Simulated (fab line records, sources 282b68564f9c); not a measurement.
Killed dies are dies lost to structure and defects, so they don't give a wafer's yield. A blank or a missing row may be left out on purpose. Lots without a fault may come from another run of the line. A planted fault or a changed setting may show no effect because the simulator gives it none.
Which tool did it? | flow rit_cmos | 14 lots, 42 wafers sampled, at 2 steps of a route of 202

WHAT THE GAUGES READ, wafer by wafer
The record holds no reading of a measuring or inspecting step that can be judged against a usual standard deviation.

WHICH TOOL RAN EACH LOT (tool, then ch and the chambers of the sampled wafers, then the start)
lot  | RIT_CONTACT_STRIP_12                | RIT_M1_PROBE_99
L197 | plasma_asher-04 ch 0,1, day 3 14:16 | -
L199 | plasma_asher-01 ch 0,1, day 3 20:33 | -
L202 | plasma_asher-04 ch 0,1, day 4 14:37 | -
L203 | plasma_asher-01 ch 0,1, day 4 18:06 | -
L204 | plasma_asher-03 ch 0,1, day 5 02:14 | -
L205 | plasma_asher-01 ch 0,1, day 5 03:39 | -
L206 | plasma_asher-04 ch 0,1, day 5 11:05 | prober-01, day 5 16:05
L207 | plasma_asher-01 ch 0, day 5 19:08   | -
L209 | plasma_asher-04 ch 0,1, day 6 01:44 | -
L210 | plasma_asher-04 ch 0,1, day 6 03:32 | -
L211 | plasma_asher-01 ch 0,1, day 6 14:11 | -
L214 | plasma_asher-01 ch 0,1, day 7 01:59 | -
L215 | plasma_asher-04 ch 0,1, day 7 04:09 | -
L218 | plasma_asher-03 ch 0,1, day 7 23:38 | -
- RIT_CONTACT_STRIP_12: strips in O2, time 180 s.
- RIT_M1_PROBE_99

WHAT THE TOOLS THEMSELVES READ (means of the sampled wafers that have a number; where no wafer has one, the mark that the record gives instead)
RIT_CONTACT_STRIP_12. Usual: chamber_pressure_mTorr 3999 mTorr, standard deviation 3.3; drypump_motor_current_A 5.8 A, standard deviation 0.59; run_length_s 208.20 s, standard deviation 0.27.
lot  | tool            | chamber_pressure_mTorr (mTorr) | drypump_motor_current_A (A) | run_length_s (s) | flag
L197 | plasma_asher-04 | 3998                           | 5.9                         | 208.24           |
L199 | plasma_asher-01 | 3999                           | 6.1                         | 208.17           |
L202 | plasma_asher-04 | 3999                           | 5.9                         | 208.17           |
L203 | plasma_asher-01 | 4000                           | 5.6                         | 208.03           |
L204 | plasma_asher-03 | 3999                           | 5.4                         | 208.25           |
L205 | plasma_asher-01 | 3998                           | 5.6                         | 208.40           |
L206 | plasma_asher-04 | 3996                           | 5.8                         | 208.24           |
L207 | plasma_asher-01 | 4002                           | 5.2                         | 208.12           |
L209 | plasma_asher-04 | 4005                           | 5.9                         | 208.17           |
L210 | plasma_asher-04 | 4001                           | 5.9                         | 222.45           | OFF
L211 | plasma_asher-01 | 3999                           | 6.1                         | 208.28           |
L214 | plasma_asher-01 | 3999                           | 5.6                         | 208.19           |
L215 | plasma_asher-04 | 3999                           | 5.8                         | 222.54           | OFF
L218 | plasma_asher-03 | 3996                           | 5.3                         | 208.35           |

RIT_M1_PROBE_99. Usual: killed_at_contacts 0.0, standard deviation 0.22; killed_at_front_end 7, standard deviation 3.3; killed_dies 7, standard deviation 3.3; killed_open 3.3, standard deviation 1.9; killed_short 3.6, standard deviation 2.1.
lot  | tool      | killed_at_contacts | killed_at_front_end | killed_dies | killed_open | killed_short | flag
L206 | prober-01 | 0.0                | 4                   | 4           | 2.0         | 2.0          |

THE ANSWER, worked out from the rows above alone
Rule: a lot is off if the mean of its wafers that have a number lies more than 3 standard deviations from the usual mean. A lot without any number at a reading at which 4 lots or more have one is off too. The other lots that the step has rows for count as sound. The gauges are gone through in route order, then the tools' own readings, and for those a lot's mean is taken as printed above. The first step at which some lot is off is used, and at that step the reading that is off furthest; a lot without a number counts as furthest.
Off: L210, L215, at RIT_CONTACT_STRIP_12 (run_length_s).
A tool fits if, at that step or a process step before it, it ran every lot that is off, and no sound lot after the first of them. One fits: plasma_asher-04 at RIT_CONTACT_STRIP_12. Its last sound lot is L209 (day 6 01:44), its first lot that is off L210 (day 6 03:32): a fault that began between those two fits.
The tool's own readings at RIT_CONTACT_STRIP_12 bear it out: on the lots that are off they differ by more than 5 times the standard deviation of the sound lots' means. run_length_s reads 222.50 s there against 208.22 s on the sound lots.

WHAT THE SIMULATOR HAD PUT IN
Process parameter drift: plasma_asher-04, from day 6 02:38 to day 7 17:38, at RIT_CONTACT_STRIP_12. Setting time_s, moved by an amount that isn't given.
Lots struck among those shown: L210, L215. The rule above found the same.
